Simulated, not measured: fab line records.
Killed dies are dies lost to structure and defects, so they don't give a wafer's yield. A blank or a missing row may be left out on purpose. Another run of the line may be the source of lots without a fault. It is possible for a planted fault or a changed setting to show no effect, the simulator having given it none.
What tool caused it? / flow berkeleyCmos170 / Sampling: 14 lots, 42 wafers, 5 of 331 route steps

== WHAT THE GAUGES READ, wafer by wafer ==
UCB170_PVT_TW_MEAS_09.
lot=L777; measured=day 5 12:59; on=filmMetro-03; PVT_TW=509 512 512
lot=L781; measured=day 6 10:20; on=filmMetro-01; PVT_TW=507 507 509
lot=L784; measured=day 6 19:37; on=filmMetro-03; PVT_TW=513 511 511
lot=L785; measured=day 7 05:40; on=filmMetro-03; PVT_TW=509 511 510
lot=L787; measured=day 7 21:44; on=filmMetro-03; PVT_TW=507 511 510
lot=L789; measured=day 7 22:17; on=filmMetro-01; PVT_TW=512 509 510
lot=L790; measured=day 8 09:52; on=filmMetro-03; PVT_TW=514 511 508
lot=L791; measured=day 8 20:17; on=filmMetro-01; PVT_TW=510 506 508
lot=L793; measured=day 8 20:27; on=filmMetro-01; PVT_TW=506 509 510
lot=L794; measured=day 9 04:17; on=filmMetro-01; PVT_TW=508 508 508
lot=L796; measured=day 9 18:38; on=filmMetro-01; PVT_TW=508 509 507
lot=L798; measured=day 10 04:10; on=filmMetro-01; PVT_TW=512 511 513
lot=L799; measured=day 10 04:36; on=filmMetro-04; PVT_TW=503 507 508
lot=L800; measured=day 10 09:55; on=filmMetro-01; PVT_TW=513 510 511

UCB170_V2_THK_MEAS_01.
lot=L777; measured=day 7 10:11; on=filmMetro-03; V2_TEOS_THK (nm)=1982 1976 2013
lot=L781; measured=day 8 16:14; on=filmMetro-04; V2_TEOS_THK (nm)=2028 1991 2031
lot=L784; measured=day 9 01:23; on=filmMetro-04; V2_TEOS_THK (nm)=2005 2046 1997
lot=L785; measured=day 9 04:46; on=filmMetro-04; V2_TEOS_THK (nm)=1979 1995 1996
lot=L787; measured=day 9 22:31; on=filmMetro-04; V2_TEOS_THK (nm)=1978 1998 1997
lot=L789; measured=day 9 21:41; on=filmMetro-02; V2_TEOS_THK (nm)=1999 1986 2034
lot=L790; measured=day 10 08:35; on=filmMetro-04; V2_TEOS_THK (nm)=2005 2008 1988
lot=L791; measured=day 10 16:11; on=filmMetro-04; V2_TEOS_THK (nm)=1980 1954 1999
lot=L793; measured=day 10 22:52; on=filmMetro-04; V2_TEOS_THK (nm)=2027 1976 1992
lot=L794; measured=day 11 03:30; on=filmMetro-04; V2_TEOS_THK (nm)=1991 1952 1984
lot=L796; measured=day 11 14:40; on=filmMetro-02; V2_TEOS_THK (nm)=1949 1988 1997
lot=L798; measured=day 11 23:32; on=filmMetro-02; V2_TEOS_THK (nm)=1974 2015 1992
lot=L799; measured=day 11 23:12; on=filmMetro-03; V2_TEOS_THK (nm)=1989 2011 2018
lot=L800; measured=day 12 11:53; on=filmMetro-02; V2_TEOS_THK (nm)=2024 2028 2021

== TOOL THAT RAN EACH LOT (tool first, then ch and the chambers of the sampled wafers, then the start) ==
lot=L777; UCB170_M1_STRIP_13=plasmaAsher-02 ch 0,1, day 6 23:56; UCB170_V1_ETCH_14=rieDiel-01 ch 0,1,2, day 7 06:52; UCB170_V1_STRIP_15=plasmaAsher-04 ch 0,1, day 7 07:03
lot=L781; UCB170_M1_STRIP_13=plasmaAsher-03 ch 0,1, day 8 04:27; UCB170_V1_ETCH_14=rieDiel-01 ch 0,2,3, day 8 12:53; UCB170_V1_STRIP_15=plasmaAsher-01 ch 0,1, day 8 13:04
lot=L784; UCB170_M1_STRIP_13=plasmaAsher-02 ch 0,1, day 8 13:20; UCB170_V1_ETCH_14=rieDiel-01 ch 1,2,3, day 8 21:11; UCB170_V1_STRIP_15=plasmaAsher-01 ch 0,1, day 8 21:22
lot=L785; UCB170_M1_STRIP_13=plasmaAsher-03 ch 0,1, day 8 18:07; UCB170_V1_ETCH_14=rieDiel-03 ch 0,1,2, day 9 01:22; UCB170_V1_STRIP_15=plasmaAsher-01 ch 0,1, day 9 01:33
lot=L787; UCB170_M1_STRIP_13=plasmaAsher-01 ch 0,1, day 9 12:59; UCB170_V1_ETCH_14=rieDiel-03 ch 0,1,3, day 9 18:30; UCB170_V1_STRIP_15=plasmaAsher-03 ch 0,1, day 9 18:40
lot=L789; UCB170_M1_STRIP_13=plasmaAsher-01 ch 0,1, day 9 10:45; UCB170_V1_ETCH_14=rieDiel-03 ch 0,1,2, day 9 18:06; UCB170_V1_STRIP_15=plasmaAsher-01 ch 0,1, day 9 18:17
lot=L790; UCB170_M1_STRIP_13=plasmaAsher-01 ch 1, day 9 21:22; UCB170_V1_ETCH_14=rieDiel-04 ch 1,2, day 10 04:49; UCB170_V1_STRIP_15=plasmaAsher-03 ch 0,1, day 10 04:59
lot=L791; UCB170_M1_STRIP_13=plasmaAsher-01 ch 0,1, day 10 07:50; UCB170_V1_ETCH_14=rieDiel-04 ch 0,1,2, day 10 13:04; UCB170_V1_STRIP_15=plasmaAsher-04 ch 0,1, day 10 13:14
lot=L793; UCB170_M1_STRIP_13=plasmaAsher-03 ch 0,1, day 10 11:16; UCB170_V1_ETCH_14=rieDiel-03 ch 0,1,2, day 10 19:24; UCB170_V1_STRIP_15=plasmaAsher-01 ch 0,1, day 10 19:35
lot=L794; UCB170_M1_STRIP_13=plasmaAsher-01 ch 0,1, day 10 16:04; UCB170_V1_ETCH_14=rieDiel-04 ch 0,1,2, day 11 00:14; UCB170_V1_STRIP_15=plasmaAsher-01 ch 0,1, day 11 00:25
lot=L796; UCB170_M1_STRIP_13=plasmaAsher-01 ch 0,1, day 11 04:01; UCB170_V1_ETCH_14=rieDiel-03 ch 1,3, day 11 11:26; UCB170_V1_STRIP_15=plasmaAsher-03 ch 0,1, day 11 11:37
lot=L798; UCB170_M1_STRIP_13=plasmaAsher-02 ch 1, day 11 12:49; UCB170_V1_ETCH_14=rieDiel-04 ch 0,2, day 11 19:38; UCB170_V1_STRIP_15=plasmaAsher-03 ch 0, day 11 19:49
lot=L799; UCB170_M1_STRIP_13=plasmaAsher-01 ch 0,1, day 11 12:37; UCB170_V1_ETCH_14=rieDiel-03 ch 0,1,3, day 11 19:22; UCB170_V1_STRIP_15=plasmaAsher-04 ch 0,1, day 11 19:33
lot=L800; UCB170_M1_STRIP_13=plasmaAsher-02 ch 0,1, day 12 00:49; UCB170_V1_ETCH_14=rieDiel-03 ch 0,3, day 12 08:25; UCB170_V1_STRIP_15=plasmaAsher-03 ch 0,1, day 12 08:37
- UCB170_M1_STRIP_13: strips in O2.
- UCB170_V1_ETCH_14: etches SiO2 in CHF3/CF4/Ar, stops on Al, target depth 1250 nm, time 291 s.
- UCB170_V1_STRIP_15: strips in O2.

== AS READ BY THE TOOLS THEMSELVES (means over the sampled wafers that have a number; for cases with no such wafer, the mark the record gives instead) ==
UCB170_M1_STRIP_13.
lot=L777; tool=plasmaAsher-02; drypumpMotorCurrentA (A)=5.40; oesProductAu (a.u.)=0.718
lot=L781; tool=plasmaAsher-03; drypumpMotorCurrentA (A)=5.31; oesProductAu (a.u.)=0.720
lot=L784; tool=plasmaAsher-02; drypumpMotorCurrentA (A)=5.41; oesProductAu (a.u.)=0.718
lot=L785; tool=plasmaAsher-03; drypumpMotorCurrentA (A)=5.31; oesProductAu (a.u.)=0.724
lot=L787; tool=plasmaAsher-01; drypumpMotorCurrentA (A)=5.66; oesProductAu (a.u.)=0.717
lot=L789; tool=plasmaAsher-01; drypumpMotorCurrentA (A)=5.47; oesProductAu (a.u.)=0.722
lot=L790; tool=plasmaAsher-01; drypumpMotorCurrentA (A)=5.89; oesProductAu (a.u.)=0.718
lot=L791; tool=plasmaAsher-01; drypumpMotorCurrentA (A)=5.47; oesProductAu (a.u.)=0.722
lot=L793; tool=plasmaAsher-03; drypumpMotorCurrentA (A)=5.31; oesProductAu (a.u.)=0.728
lot=L794; tool=plasmaAsher-01; drypumpMotorCurrentA (A)=5.46; oesProductAu (a.u.)=0.716
lot=L796; tool=plasmaAsher-01; drypumpMotorCurrentA (A)=5.66; oesProductAu (a.u.)=0.724
lot=L798; tool=plasmaAsher-02; drypumpMotorCurrentA (A)=5.58; oesProductAu (a.u.)=0.717
lot=L799; tool=plasmaAsher-01; drypumpMotorCurrentA (A)=5.66; oesProductAu (a.u.)=0.722
lot=L800; tool=plasmaAsher-02; drypumpMotorCurrentA (A)=5.39; oesProductAu (a.u.)=0.721

UCB170_V1_ETCH_14.
lot=L777; tool=rieDiel-01; drypumpMotorCurrentA (A)=5.5; oesProductAu (a.u.)=0.869; throttleValvePct (%)=7.06
lot=L781; tool=rieDiel-01; drypumpMotorCurrentA (A)=5.9; oesProductAu (a.u.)=0.836; throttleValvePct (%)=7.05
lot=L784; tool=rieDiel-01; drypumpMotorCurrentA (A)=5.5; oesProductAu (a.u.)=0.838; throttleValvePct (%)=7.02
lot=L785; tool=rieDiel-03; drypumpMotorCurrentA (A)=5.9; oesProductAu (a.u.)=0.875; throttleValvePct (%)=6.86
lot=L787; tool=rieDiel-03; drypumpMotorCurrentA (A)=5.9; oesProductAu (a.u.)=0.884; throttleValvePct (%)=6.98
lot=L789; tool=rieDiel-03; drypumpMotorCurrentA (A)=5.9; oesProductAu (a.u.)=0.878; throttleValvePct (%)=6.87
lot=L790; tool=rieDiel-04; drypumpMotorCurrentA (A)=5.7; oesProductAu (a.u.)=0.865; throttleValvePct (%)=6.96
lot=L791; tool=rieDiel-04; drypumpMotorCurrentA (A)=5.7; oesProductAu (a.u.)=0.871; throttleValvePct (%)=6.84
lot=L793; tool=rieDiel-03; drypumpMotorCurrentA (A)=5.9; oesProductAu (a.u.)=0.879; throttleValvePct (%)=6.86
lot=L794; tool=rieDiel-04; drypumpMotorCurrentA (A)=5.7; oesProductAu (a.u.)=0.866; throttleValvePct (%)=6.85
lot=L796; tool=rieDiel-03; drypumpMotorCurrentA (A)=6.1; oesProductAu (a.u.)=0.896; throttleValvePct (%)=7.01
lot=L798; tool=rieDiel-04; drypumpMotorCurrentA (A)=6.0; oesProductAu (a.u.)=0.868; throttleValvePct (%)=6.86
lot=L799; tool=rieDiel-03; drypumpMotorCurrentA (A)=5.9; oesProductAu (a.u.)=0.886; throttleValvePct (%)=6.98
lot=L800; tool=rieDiel-03; drypumpMotorCurrentA (A)=5.7; oesProductAu (a.u.)=0.878; throttleValvePct (%)=7.05

UCB170_V1_STRIP_15.
lot=L777; tool=plasmaAsher-04; drypumpMotorCurrentA (A)=5.0; oesProductAu (a.u.)=0.726; stripTimeToEndpointS (s)=15.31
lot=L781; tool=plasmaAsher-01; drypumpMotorCurrentA (A)=5.5; oesProductAu (a.u.)=0.718; stripTimeToEndpointS (s)=14.78
lot=L784; tool=plasmaAsher-01; drypumpMotorCurrentA (A)=5.5; oesProductAu (a.u.)=0.726; stripTimeToEndpointS (s)=14.80
lot=L785; tool=plasmaAsher-01; drypumpMotorCurrentA (A)=5.7; oesProductAu (a.u.)=0.728; stripTimeToEndpointS (s)=15.31
lot=L787; tool=plasmaAsher-03; drypumpMotorCurrentA (A)=5.3; oesProductAu (a.u.)=0.719; stripTimeToEndpointS (s)=15.50
lot=L789; tool=plasmaAsher-01; drypumpMotorCurrentA (A)=5.7; oesProductAu (a.u.)=0.722; stripTimeToEndpointS (s)=15.38
lot=L790; tool=plasmaAsher-03; drypumpMotorCurrentA (A)=5.3; oesProductAu (a.u.)=0.722; stripTimeToEndpointS (s)=15.31
lot=L791; tool=plasmaAsher-04; drypumpMotorCurrentA (A)=5.2; oesProductAu (a.u.)=0.721; stripTimeToEndpointS (s)=15.46
lot=L793; tool=plasmaAsher-01; drypumpMotorCurrentA (A)=5.7; oesProductAu (a.u.)=0.718; stripTimeToEndpointS (s)=15.44
lot=L794; tool=plasmaAsher-01; drypumpMotorCurrentA (A)=5.7; oesProductAu (a.u.)=0.716; stripTimeToEndpointS (s)=15.39
lot=L796; tool=plasmaAsher-03; drypumpMotorCurrentA (A)=5.3; oesProductAu (a.u.)=0.723; stripTimeToEndpointS (s)=15.40
lot=L798; tool=plasmaAsher-03; drypumpMotorCurrentA (A)=5.4; oesProductAu (a.u.)=0.728; stripTimeToEndpointS (s)=15.39
lot=L799; tool=plasmaAsher-04; drypumpMotorCurrentA (A)=5.0; oesProductAu (a.u.)=0.721; stripTimeToEndpointS (s)=15.37
lot=L800; tool=plasmaAsher-03; drypumpMotorCurrentA (A)=5.3; oesProductAu (a.u.)=0.717; stripTimeToEndpointS (s)=15.44

== THE ANSWER, worked out from the rows above alone ==
Rule: the lots themselves supply what counts as usual. The widest of any qualifying gaps counts: lots, ordered by their means at a reading, are off when they make up no more than a third of the lots, leave a main group of 4 or more, and stand apart from it by 3 or more times the standard deviation of that group's means. Not used: any main group whose means are identical at the precision the tables above print for the reading. Also off: a lot with no number at a reading for which 4 or more lots have one. The other lots that the step has rows for count as sound. Order of review: gauges by route order, followed by the tools' own readings, for which a lot's mean as printed above is used. The first step at which some lot is off is used, and at that step the reading that is off furthest; a lot without a number counts as furthest.
Off: L781, L784, at UCB170_V1_ETCH_14 (oesProductAu). The main group: mean 0.876 a.u., standard deviation 0.0089.
A tool fits if, at that step or a process step before it, it ran every lot that is off, and no sound lot after the first of them. One fits: rieDiel-01 at UCB170_V1_ETCH_14. Its last sound lot is L777 (day 7 06:52), its first lot that is off L781 (day 8 12:53): a fault that began between those two fits.

== WHAT THE SIMULATOR PUT IN ==
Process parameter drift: rieDiel-01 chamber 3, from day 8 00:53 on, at UCB170_V1_ETCH_14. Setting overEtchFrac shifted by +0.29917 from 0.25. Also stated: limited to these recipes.
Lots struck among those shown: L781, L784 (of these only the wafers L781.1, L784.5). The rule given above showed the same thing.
